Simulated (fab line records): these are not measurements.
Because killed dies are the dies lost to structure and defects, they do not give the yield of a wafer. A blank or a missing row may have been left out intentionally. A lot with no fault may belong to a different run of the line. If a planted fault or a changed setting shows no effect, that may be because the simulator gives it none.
fab line records | flow berkeleyCmos170
[record] lots = 5 wafers = 15 lastDay = 10
route steps=331 shown M3@312
lots that met no fault: taken from a fault-free run of the same line
startH: start of the lot's first displayed wafer, in hours after the record's first day | waitH: how many hours have passed since the lot's step before this one | " repeats the value in the row above | L1.1+2: a single row standing in for several wafers | - either no value or no given start | * or withheld: withheld | < > ~ a bound
route shown NAME@n: names a module that has steps shown in the file, with the first one's number in the route | usual: mean and standard deviation over wafers with no fault | same: alike in all rows | chamber/n: place in a boat | sites: readings site by site | _std_site: standard deviation across them | _edge_site: mean of outer sites minus mean of inner sites | radiusMm: for every site, how far away it sits from the centre of the wafer | mask NAME#n: copy n | behind: tool/chamber where the wafer was last shaped | hold: why the lot went on hold/how many hours it stayed there/how the hold came to an end | device: names the non-switching transistor (n, p or np) | end of line: tests of these same wafers at the route's end | where a step has no rows: the recipe by itself | killed: at the first sort, the dies lost to defects and structure; wafer yield is something else | map: the dies of a wafer, with x for killed, . for not killed, _ for no die there
set.NAME: the run value of the setting; set.NAME@STEP: its run value at that earlier step | model.NAME: the simulator's own value behind a step, which no gauge read
lots at some steps of the route; a table a step, a row a wafer
services: the hour from which a tool's chamber was out of use, counted from the record's first day as startH (under 0 if before that day), plus the number of hours and why
[[steps]]
[step UCB170_M3_THK_MEAS_03]
[recipe] thkMeasGauge = xrf reads = Al_of_M3_SPUTTER_01
[usual] M3_AL_THK = 913/9.7
// columns lot.wafer tool chamber startH waitH M3_AL_THK[nm]
L079.2 filmMetro-04 - 174.54 0.1 921
L079.3 " - " " 908
L079.5 " - " " 921
L085.2 filmMetro-03 - 204.03 0.1 919
L085.3 " - " " 913
L085.5 " - " " 910
L084.2 filmMetro-01 - 204.27 0.1 905
L084.4 " - " " 906
L084.6 " - " " 907
L088.1 filmMetro-01 - 233.82 0.1 897
L088.5 " - " " 904
L088.6 " - " " 912
L091.3 filmMetro-04 - 235.31 0.1 921
L091.5 " - " " 908
L091.6 " - " " 923
[step UCB170_M3_HMDS_04]
[recipe] primeTimeS = 60 primeTempC = 100
// columns lot.wafer tool chamber startH waitH
L079.2+3+5 lithoTrack-03 0 174.83 0.3
L085.2+3+5 lithoTrack-04 0 204.10 0.1
L084.2+4+6 lithoTrack-02 0 204.34 0.1
L088.1+5+6 lithoTrack-03 0 234.19 0.4
L091.3+5+6 lithoTrack-04 0 235.81 0.5
[step UCB170_M3_COAT_05]
[recipe] resist = KrF spinRpm = 1500 resistThkNm = 900
// columns lot.wafer tool chamber startH waitH
L079.2+3+5 lithoTrack-03 0 174.98 0.1
L085.2+3+5 lithoTrack-04 0 204.25 0.1
L084.2+4+6 lithoTrack-02 0 204.49 0.1
L088.1+5+6 lithoTrack-03 0 234.34 0.1
L091.3+5+6 lithoTrack-04 0 235.96 0.1
[step UCB170_M3_SOFTBAKE_06]
[recipe] resist = KrF tempC = 130 timeS = 60
// columns lot.wafer tool chamber startH waitH
L079.2+3+5 lithoTrack-03 0 175.13 0.1
L085.2+3+5 lithoTrack-04 0 204.40 0.1
L084.2+4+6 lithoTrack-02 0 204.64 0.1
L088.1+5+6 lithoTrack-03 0 234.49 0.1
L091.3+5+6 lithoTrack-04 0 236.11 0.1
[step UCB170_M3_STRIP_07]
[recipe] chemistry = O2 powerW = 400 pressureMtorr = 3500 platenTempC = withheld o2FlowSccm = 400 overashFraction = 0.5
[usual] drypumpMotorCurrentA = 5.53/0.2 o2FlowSccm = 399.9/0.96 oesProductAu = 0.735/0.0045 stripTimeToEndpointS = 22.03/0.071
[same] overashFraction = 0.5
// columns lot.wafer tool chamber startH waitH drypumpMotorCurrentA o2FlowSccm oesProductAu rfHoursCounterH stripTimeToEndpointS
L079.2 plasmaAsher-03 1 175.25 0.1 5.54 398.8 0.732 42 22.14
L079.3 " 0 " " 5.63 400.6 0.733 - 22.09
L079.5 " 1 " " 5.57 400.0 0.741 - 22.12
L085.2 plasmaAsher-02 0 204.53 0.1 5.70 401.7 0.739 49 22.08
L085.3 " 1 " " 5.18 400.0 0.729 - 22.03
L085.5 " 0 " " 5.71 401.4 0.729 - 22.04
L084.2 plasmaAsher-03 1 204.77 0.1 5.53 399.0 0.739 45 22.02
L084.4 " 1 " " 5.55 400.3 0.728 - 21.94
L084.6 " 1 " " 5.54 401.3 0.729 - 22.08
L088.1 plasmaAsher-03 0 234.64 0.1 5.62 399.5 0.743 49 21.99
L088.5 " 0 " " 5.62 400.2 0.737 - 22.04
L088.6 " 1 " " 5.55 398.2 0.736 - 21.99
L091.3 plasmaAsher-02 0 236.24 0.1 5.71 399.2 0.733 - 22.05
L091.5 " 1 " " 5.15 399.0 0.739 - 22.08
L091.6 " 0 " " 5.73 401.4 0.739 - 22.08
[step UCB170_M3_STRIP_08]
[recipe] chemistry = DMSO tempC = 80 timeS = 600 material = KrF
// columns lot.wafer tool chamber startH waitH
L079.2+3+5 wetBench-04 1 175.46 0.2
L085.2+3+5 wetBench-04 2 204.63 0.1
L084.2+4+6 wetBench-04 3 205.02 0.2
L088.1+5+6 wetBench-04 3 234.77 0.1
L091.3+5+6 wetBench-04 2 236.31 0.0
[step UCB170_M3_COAT_09]
[recipe] resist = BARC tempC = withheld timeS = withheld spinRpm = 3000 resistThkNm = withheld
// columns lot.wafer tool chamber startH waitH
L079.2+3+5 lithoTrack-03 0 175.66 0.0
L085.2+3+5 lithoTrack-02 0 204.83 0.0
L084.2+4+6 lithoTrack-03 0 205.24 0.0
L088.1+5+6 lithoTrack-02 0 235.33 0.4
L091.3+5+6 lithoTrack-04 0 236.81 0.3
[step UCB170_M3_COAT_10]
[recipe] resist = KrF spinRpm = 1500 resistThkNm = 900
// columns lot.wafer tool chamber startH waitH
L079.2+3+5 lithoTrack-03 0 - -
L085.2+3+5 lithoTrack-02 0 - -
L084.2+4+6 lithoTrack-03 0 - -
L088.1+5+6 lithoTrack-02 0 - -
L091.3+5+6 lithoTrack-04 0 - -
[step UCB170_M3_SOFTBAKE_11]
[recipe] resist = KrF tempC = 130 timeS = 60
// columns lot.wafer tool chamber startH waitH
L079.2+3+5 lithoTrack-03 0 - -
L085.2+3+5 lithoTrack-02 0 - -
L084.2+4+6 lithoTrack-03 0 - -
L088.1+5+6 lithoTrack-02 0 - -
L091.3+5+6 lithoTrack-04 0 - -
[step UCB170_M3_EXPOSE_12]
[recipe] maskId = METAL3 targetCdNm = 700 na = 0.5 sigmaOuter = 0.6 sourceShape = conventional doseMj = 26
[usual] focusOffsetNm = 0.0/0.58
// columns lot.wafer tool chamber startH waitH mask focusOffsetNm
L079.2 krfScanner-02 0 176.23 - METAL3#0 -0.3
L079.3 " 0 " " METAL3#0 0.2
L079.5 " 0 " " METAL3#0 0.1
L085.2 krfScanner-01 0 205.27 - METAL3#0 0.8
L085.3 " 0 " " METAL3#0 0.0
L085.5 " 0 " " METAL3#0 0.4
L084.2 krfScanner-01 0 205.71 - METAL3#0 1.5
L084.4 " 0 " " METAL3#0 0.3
L084.6 " 0 " " METAL3#0 0.8
L088.1 krfScanner-01 0 235.78 - METAL3#0 1.1
L088.5 " 0 " " METAL3#0 0.0
L088.6 " 0 " " METAL3#0 0.7
L091.3 krfScanner-01 0 237.25 - METAL3#0 -1.4
L091.5 " 0 " " METAL3#0 -0.1
L091.6 " 0 " " METAL3#0 0.8
[step UCB170_M3_PEB_13]
[recipe] pebTempC = 130 pebTimeS = withheld resist = KrF
// columns lot.wafer tool chamber startH waitH
L079.2+3+5 lithoTrack-02 0 176.35 0.1
L085.2+3+5 lithoTrack-02 0 205.39 0.1
L084.2+4+6 lithoTrack-03 0 205.83 0.1
L088.1+5+6 lithoTrack-03 0 236.39 0.6
L091.3+5+6 lithoTrack-02 0 237.38 0.1
[step UCB170_M3_DEVELOP_14]
[recipe] developer = TMAH developTimeS = 45 resist = KrF devTempC = 21
// columns lot.wafer tool chamber startH waitH
L079.2+3+5 lithoTrack-02 0 - -
L085.2+3+5 lithoTrack-02 0 - -
L084.2+4+6 lithoTrack-03 0 - -
L088.1+5+6 lithoTrack-03 0 - -
L091.3+5+6 lithoTrack-02 0 - -
[step UCB170_M3_CD_MEAS_15]
[recipe] targetCdNm = 700
[usual] cdNm = 700.2/1.5
// columns lot.wafer tool chamber startH waitH cdNm
L079.2 cdSem-02 - 176.62 - 701.3
L079.3 " - " " 700.0
L079.5 " - " " 700.3
L085.2 cdSem-02 - 205.66 - 702.5
L085.3 " - " " 702.9
L085.5 " - " " 702.9
L084.2 cdSem-01 - 206.14 - 700.3
L084.4 " - " " 700.4
L084.6 " - " " 699.8
L088.1 cdSem-01 - 236.67 - 702.5
L088.5 " - " " 702.2
L088.6 " - " " 702.7
L091.3 cdSem-01 - 237.64 - 700.6
L091.5 " - " " 701.8
L091.6 " - " " 701.0
[step UCB170_M3_OVL_MEAS_16]
[usual] M3_OVL = 2/7
// columns lot.wafer tool chamber startH waitH M3_OVL[nm]
L079.2 overlay-01 - 176.73 0.1 10
L079.3 " - " " -1
L079.5 " - " " 0
L085.2 overlay-02 - 205.77 0.1 1
L085.3 " - " " -7
L085.5 " - " " -17
L084.2 overlay-02 - 206.25 0.1 -9
L084.4 " - " " -13
L084.6 " - " " -7
L088.1 overlay-01 - 236.79 0.1 5
L088.5 " - " " 2
L088.6 " - " " -11
L091.3 overlay-01 - 237.73 0.1 6
L091.5 " - " " 3
L091.6 " - " " 0
[step UCB170_M3_ETCH_17]
[recipe] chemistry = N2/H2 targetDepthA = withheld overetchA = withheld target = BARC timeS = withheld sourceW = 500 biasW = 100 pressureMtorr = 30 n2FlowSccm = 100 h2FlowSccm = 200
[usual] drypumpMotorCurrentA = 5.6/0.56 oesProductAu = 1.000/0.014 throttleValvePct = 13.34/0.15
// columns lot.wafer tool chamber startH waitH drypumpMotorCurrentA oesProductAu throttleValvePct
L079.2 rieDiel-01 1 176.76 0.0 6.7 1.018 13.15
L079.3 " 2 " " 5.3 0.998 13.19
L079.5 " 3 " " 5.2 0.997 13.53
L085.2 rieDiel-01 2 205.80 0.0 5.3 1.011 13.21
L085.3 " 3 " " 5.2 0.996 13.51
L085.5 " 3 " " 5.2 0.998 13.52
L084.2 rieDiel-04 3 206.28 0.0 6.3 0.999 13.34
L084.4 " 0 " " 6.1 0.988 13.16
L084.6 " 3 " " 6.3 1.010 13.33
L088.1 rieDiel-03 3 236.82 0.0 4.8 1.010 13.27
L088.5 " 3 " " 4.8 1.005 13.28
L088.6 " 2 " " 6.3 0.998 13.53
L091.3 rieDiel-03 0 237.76 0.0 5.1 1.013 13.14
L091.5 " 1 " " 6.0 1.000 13.46
L091.6 " 0 " " 5.1 1.014 13.13
[step UCB170_M3_METAL_ETCH_18]
[recipe] chemistry = Cl2/BCl3 target = Al stopOn = SiO2 pressureMtorr = 12 targetDepthA = 11700 overEtchFrac = 0.3 timeS = 195 icpW = 600 biasW = 120 Cl2_flow_sccm = 90 bcl3FlowSccm = 45
[usual] drypumpMotorCurrentA = 5.6/0.41 oesProductAu = 0.851/0.018 throttleValvePct = 24.21/0.11
// columns lot.wafer tool chamber startH waitH drypumpMotorCurrentA oesProductAu rfHoursCounterH throttleValvePct
L079.2 rieMetal-01 0 176.80 - 4.8 0.845 13 24.38
L079.3 " 1 " " 5.8 0.856 - 24.11
L079.5 " 0 " " 4.8 0.837 - 24.38
L085.2 rieMetal-04 0 205.84 - 5.5 0.860 3 24.21
L085.3 " 0 " " 5.5 0.857 - 24.23
L085.5 " 0 " " 5.5 0.861 - 24.24
L084.2 rieMetal-03 1 206.32 - 6.1 0.875 6 24.11
L084.4 " 1 " " 6.1 0.862 - 24.10
L084.6 " 1 " " 6.1 0.872 - 24.09
L088.1 rieMetal-04 0 236.86 - 5.4 0.847 3 24.26
L088.5 " 1 " " 5.4 0.822 - 24.30
L088.6 " 0 " " 5.5 0.854 - 24.22
L091.3 rieMetal-01 1 237.86 - 5.8 0.862 - 24.11
L091.5 " 0 " " 4.8 0.830 - 24.39
L091.6 " 1 " " 5.8 0.866 - 24.11
[step UCB170_M3_STRIP_19]
[recipe] chemistry = O2 powerW = 400 pressureMtorr = 3500 platenTempC = withheld o2FlowSccm = 400 overashFraction = 0.5
[usual] drypumpMotorCurrentA = 5.55/0.18 o2FlowSccm = 399.9/1.2 oesProductAu = 0.540/0.017
[same] overashFraction = 0.5
// columns lot.wafer tool chamber startH waitH drypumpMotorCurrentA o2FlowSccm oesProductAu rfHoursCounterH
L079.2 plasmaAsher-03 1 176.99 0.1 5.53 398.5 0.507 42
L079.3 " 1 " " 5.53 399.0 0.537 -
L079.5 " 1 " " 5.55 399.3 0.505 -
L085.2 plasmaAsher-02 1 206.03 0.1 5.16 401.6 0.550 49
L085.3 " 0 " " 5.69 399.8 0.555 -
L085.5 " 1 " " 5.18 400.9 0.556 -
L084.2 plasmaAsher-01 0 206.51 0.1 5.67 399.7 0.523 11
L084.4 " 1 " " 5.57 399.0 0.535 -
L084.6 " 1 " " 5.59 399.7 0.531 -
L088.1 plasmaAsher-03 1 237.05 0.1 5.54 403.1 0.552 49
L088.5 " 1 " " 5.55 401.7 0.547 -
L088.6 " 0 " " 5.57 399.4 0.550 -
L091.3 plasmaAsher-03 1 238.02 0.1 5.55 401.1 0.560 -
L091.5 " 1 " " 5.56 399.8 0.513 -
L091.6 " 0 " " 5.62 402.0 0.556 -
[step UCB170_M3_CD_MEAS_90]
[recipe] targetCdNm = 700
[usual] cdNm = 701/3
// columns lot.wafer tool chamber startH waitH cdNm
L079.2 cdSem-02 - 177.11 0.1 701
L079.3 " - " " 699
L079.5 " - " " 698
L085.2 cdSem-02 - 206.23 0.2 702
L085.3 " - " " 703
L085.5 " - " " 701
L084.2 cdSem-01 - 206.63 0.1 705
L084.4 " - " " 704
L084.6 " - " " 702
L088.1 cdSem-02 - 237.15 0.1 700
L088.5 " - " " 704
L088.6 " - " " 700
L091.3 cdSem-02 - 238.13 0.1 702
L091.5 " - " " 700
L091.6 " - " " 699
[step UCB170_M3_BOW_MEAS_20]
[recipe] mode = bow
[usual] M3_BOW = 37/7.1
// columns lot.wafer tool chamber startH waitH M3_BOW[um]
L079.2 filmMetro-04 - 177.23 0.1 39
L079.3 " - " " 42
L079.5 " - " " 30
L085.2 filmMetro-01 - 206.35 0.1 40
L085.3 " - " " 40
L085.5 " - " " 41
L084.2 filmMetro-03 - 206.75 0.1 54
L084.4 " - " " 35
L084.6 " - " " 33
L088.1 filmMetro-04 - 237.27 0.1 35
L088.5 " - " " 39
L088.6 " - " " 34
L091.3 filmMetro-01 - 238.25 0.1 39
L091.5 " - " " 42
L091.6 " - " " 53
[[services]]
// columns tool chamber startH hours kind
rieDiel-04 3 156.15 16.7 repair
krfScanner-02 - 156.65 1.3 repair
krfScanner-01 - 158.06 4.0 pm
rieDiel-04 0 161.49 2.4 repair
rieDiel-03 1 165.41 8.2 repair
rieDiel-03 0 167.75 7.6 repair
krfScanner-02 - 170.65 0.9 repair
krfScanner-02 - 173.43 1.0 pm
rieDiel-03 1 175.39 - clean
rieDiel-03 1 175.39 19.2 scheduledDown
rieDiel-03 1 175.39 19.2 ventCycle
rieDiel-04 2 177.69 3.3 repair
krfScanner-01 - 216.54 1.0 pm
rieDiel-01 2 228.55 4.9 repair
krfScanner-02 - 232.67 0.8 pm
[[key]]
fault none
